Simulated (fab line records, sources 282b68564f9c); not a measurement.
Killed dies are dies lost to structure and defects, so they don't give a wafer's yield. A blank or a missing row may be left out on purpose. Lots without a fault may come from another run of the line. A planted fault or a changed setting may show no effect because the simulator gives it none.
Tool commonality check | flow rit_cmos | 13 lots, 39 wafers sampled

WHY IT WAS OPENED
At RIT_SDANNEAL_RS_MEAS_04 the reading PSD_RS is flagged on 2 of 13 lots. Wafers without a fault read 116.00 ohm/sq, standard deviation 0.29.
Rule: a lot is flagged when every wafer of it that has a number lies more than 4 standard deviations from that mean, or none has a number. The other lots count as sound.

lot  | measured    | on            | PSD_RS (ohm/sq), wafer by wafer | flag
L464 | day 3 12:34 | film_metro-02 | 115.91 115.75 115.67            |
L465 | day 3 13:05 | film_metro-04 | 116.34 116.31 116.33            |
L466 | day 3 14:53 | film_metro-02 | 116.20 115.59 115.74            |
L467 | day 4 01:38 | film_metro-04 | 116.11 115.37 115.81            |
L468 | day 4 03:15 | film_metro-03 | 116.10 116.37 116.47            |
L469 | day 4 08:32 | film_metro-04 | 116.16 116.13 116.05            |
L470 | day 4 15:16 | film_metro-02 | 115.73 115.80 115.78            |
L471 | day 4 18:16 | film_metro-03 | 116.32 116.08 116.13            |
L472 | day 4 20:25 | film_metro-04 | 115.85 115.88 115.64            |
L477 | day 6 02:34 | film_metro-02 | 94.04 94.20 93.85               | FLAGGED
L479 | day 6 17:47 | film_metro-02 | 93.88 94.07 94.43               | FLAGGED
L485 | day 8 04:47 | film_metro-03 | 116.39 116.41 116.37            |
L486 | day 8 13:31 | film_metro-03 | 116.46 116.57 116.36            |
The numbers of the flagged lots are 94.08 ohm/sq on average: -21.92 ohm/sq against the usual, or -76 standard deviations.

WHICH TOOL RAN EACH LOT
The record holds 2 process steps before the reading, out of a route of 202 steps. In each cell: the tool, then ch and the chambers that the sampled wafers went through, then the start.
lot  | flag    | RIT_NRETRO_STRIP_09                 | RIT_SDANNEAL_RTA_03
L464 |         | plasma_asher-02 ch 0,1, day 2 07:27 | rtp_anneal-01 ch 0, day 3 12:30
L465 |         | plasma_asher-01 ch 0, day 2 12:11   | rtp_anneal-02 ch 0, day 3 13:01
L466 |         | plasma_asher-02 ch 0,1, day 2 17:24 | rtp_anneal-01 ch 0, day 3 14:49
L467 |         | plasma_asher-02 ch 0,1, day 3 03:05 | rtp_anneal-02 ch 0, day 4 01:34
L468 |         | plasma_asher-02 ch 0,1, day 3 05:47 | rtp_anneal-01 ch 0, day 4 03:11
L469 |         | plasma_asher-01 ch 0,1, day 3 09:47 | rtp_anneal-02 ch 0, day 4 08:28
L470 |         | plasma_asher-02 ch 0,1, day 3 17:55 | rtp_anneal-01 ch 0, day 4 15:11
L471 |         | plasma_asher-03 ch 0,1, day 3 21:19 | rtp_anneal-02 ch 0, day 4 18:13
L472 |         | plasma_asher-01 ch 1, day 3 23:52   | rtp_anneal-01 ch 0, day 4 20:21
L477 | FLAGGED | plasma_asher-01 ch 0,1, day 5 03:23 | rtp_anneal-02 ch 0, day 6 02:31
L479 | FLAGGED | plasma_asher-01 ch 0,1, day 5 12:02 | rtp_anneal-02 ch 0, day 6 17:44
L485 |         | plasma_asher-03 ch 0,1, day 7 02:25 | rtp_anneal-01 ch 0, day 8 04:43
L486 |         | plasma_asher-03 ch 0,1, day 7 08:53 | rtp_anneal-01 ch 0, day 8 13:27
What these steps do:
- RIT_NRETRO_STRIP_09: strips in O2, time 180 s.
- RIT_SDANNEAL_RTA_03: time 5 s.
- RIT_SDANNEAL_RS_MEAS_04: measures by four-point-probe.

FLAGGED OVER TOTAL, TOOL BY TOOL (the gauges that took the reading come last)
step                    | tool            | lots run | flagged | share of the flagged lots | sound lots run after its first flagged lot
RIT_NRETRO_STRIP_09     | plasma_asher-01 | 5        | 2       | all                       | 0
RIT_NRETRO_STRIP_09     | plasma_asher-02 | 5        | 0       | none                      | -
RIT_NRETRO_STRIP_09     | plasma_asher-03 | 3        | 0       | none                      | -
RIT_SDANNEAL_RTA_03     | rtp_anneal-01   | 7        | 0       | none                      | -
RIT_SDANNEAL_RTA_03     | rtp_anneal-02   | 6        | 2       | all                       | 0
RIT_SDANNEAL_RS_MEAS_04 | film_metro-02   | 5        | 2       | all                       | 0
RIT_SDANNEAL_RS_MEAS_04 | film_metro-03   | 4        | 0       | none                      | -
RIT_SDANNEAL_RS_MEAS_04 | film_metro-04   | 4        | 0       | none                      | -

WHAT THE TABLE ALLOWS
3 rows of the table ran every flagged lot: plasma_asher-01 at RIT_NRETRO_STRIP_09, rtp_anneal-02 at RIT_SDANNEAL_RTA_03, film_metro-02 at RIT_SDANNEAL_RS_MEAS_04.
- plasma_asher-01 at RIT_NRETRO_STRIP_09: 2 of its 5 lots flagged. Its last sound lot is L472 (day 3 23:52), its first flagged lot L477 (day 5 03:23): a fault that began between those two fits.
- rtp_anneal-02 at RIT_SDANNEAL_RTA_03: 2 of its 6 lots flagged. Its last sound lot is L471 (day 4 18:13), its first flagged lot L477 (day 6 02:31): a fault that began between those two fits. Its own readings lie more than 4 standard deviations out on every wafer of the flagged lots: wafer_temp_C_max.
- film_metro-02 at RIT_SDANNEAL_RS_MEAS_04: 2 of its 5 lots flagged. Its last sound lot is L470 (day 4 15:16), its first flagged lot L477 (day 6 02:34): a fault that began between those two fits.
Counting lots can't tell these 3 tools apart, because each fits a fault that began at some hour. More lots, or a look at what each step does to the wafer, might.

WHAT THE SIMULATOR HAD PUT IN
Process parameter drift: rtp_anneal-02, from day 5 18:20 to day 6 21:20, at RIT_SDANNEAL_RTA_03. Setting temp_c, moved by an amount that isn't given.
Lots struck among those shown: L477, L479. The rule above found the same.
